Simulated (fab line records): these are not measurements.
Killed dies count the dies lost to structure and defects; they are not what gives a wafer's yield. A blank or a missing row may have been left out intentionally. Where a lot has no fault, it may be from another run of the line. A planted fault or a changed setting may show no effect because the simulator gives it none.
One fault through the eyes of 2 desks || flow ritCmos || what lay behind the numbers comes last; until then each desk has only its own

FROM THE METROLOGY DESK
Means of the sampled wafers that have a number, per lot and without regard to the tool the lot ran on: this is what the gauges read. The brackets show how far a lot's mean lies from the usual mean; more than 4 standard deviations puts the lot out of limits, marked OUT.
Columns: A = cdNm at RIT_GATE_CD_MEAS_16, usual 151.2 nm
{"lot": "L589", "first seen here": "day 2 21:56", "A": 150.5}
{"lot": "L590", "first seen here": "day 2 23:07", "A": 150.0}
{"lot": "L591", "first seen here": "day 3 03:56", "A": 153.4}
{"lot": "L592", "first seen here": "day 3 05:35", "A": 153.6}
{"lot": "L593", "first seen here": "day 3 09:43", "A": 151.6}
{"lot": "L594", "first seen here": "day 3 15:40", "A": 154.0}
{"lot": "L595", "first seen here": "day 3 19:38", "A": 151.4}
{"lot": "L596", "first seen here": "day 3 23:14", "A": 147.7}
{"lot": "L598", "first seen here": "day 4 08:58", "A": 152.6}
{"lot": "L599", "first seen here": "day 4 14:26", "A": "167.0 (+6.3) OUT"}
{"lot": "L601", "first seen here": "day 5 00:42", "A": 152.8}
{"lot": "L604", "first seen here": "day 5 14:58", "A": "167.5 (+6.5) OUT"}
{"lot": "L608", "first seen here": "day 6 11:18", "A": 150.4}
This desk's verdict: out of limits on L599, L604, starting with L599 at day 4 14:26 (cdNm at RIT_GATE_CD_MEAS_16). In limits: L589, L590, L591, L592, L593, L594, L595, L596, L598, L601, L608.

FOR THE TOOL OWNER'S DESK: lithoTrack-04
The tool's own readings at RIT_GATE_DEVELOP_15 (develop time 50 s): means of the sampled wafers that have a number, for each lot that ran on this tool. The brackets show how far a lot's mean lies from the usual mean; more than 4 standard deviations puts the lot out of limits, marked OUT.
Columns: A = developerTempC at RIT_GATE_DEVELOP_15, usual 23.00 C
{"lot": "L590", "first seen here": "day 2 22:00", "A": 23.06}
{"lot": "L593", "first seen here": "day 3 09:00", "A": 22.95}
{"lot": "L594", "first seen here": "day 3 15:00", "A": 23.02}
{"lot": "L598", "first seen here": "day 4 08:00", "A": 23.04}
{"lot": "L599", "first seen here": "day 4 14:00", "A": "25.36 (+21) OUT"}
{"lot": "L604", "first seen here": "day 5 14:00", "A": "25.33 (+21) OUT"}
This desk's verdict: out of limits on L599, L604, starting with L599 at day 4 14:00 (developerTempC at RIT_GATE_DEVELOP_15). In limits: L590, L593, L594, L598.

TAKEN TOGETHER
An alarm could have come from the tool owner's desk at day 4 14:00, on L599, L604.
On L599, L604, the metrology desk was in a position to raise an alarm at day 4 14:26.
Every lot named ran RIT_GATE_DEVELOP_15 on lithoTrack-04.

WHAT HAD BEEN PUT IN BY THE SIMULATOR
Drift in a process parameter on lithoTrack-04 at RIT_GATE_DEVELOP_15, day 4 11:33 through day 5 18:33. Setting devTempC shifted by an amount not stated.
Shown lots that were struck: L599, L604.
Fault start to first reading out of limits, in hours, per desk: tool owner, 2; metrology, 3.
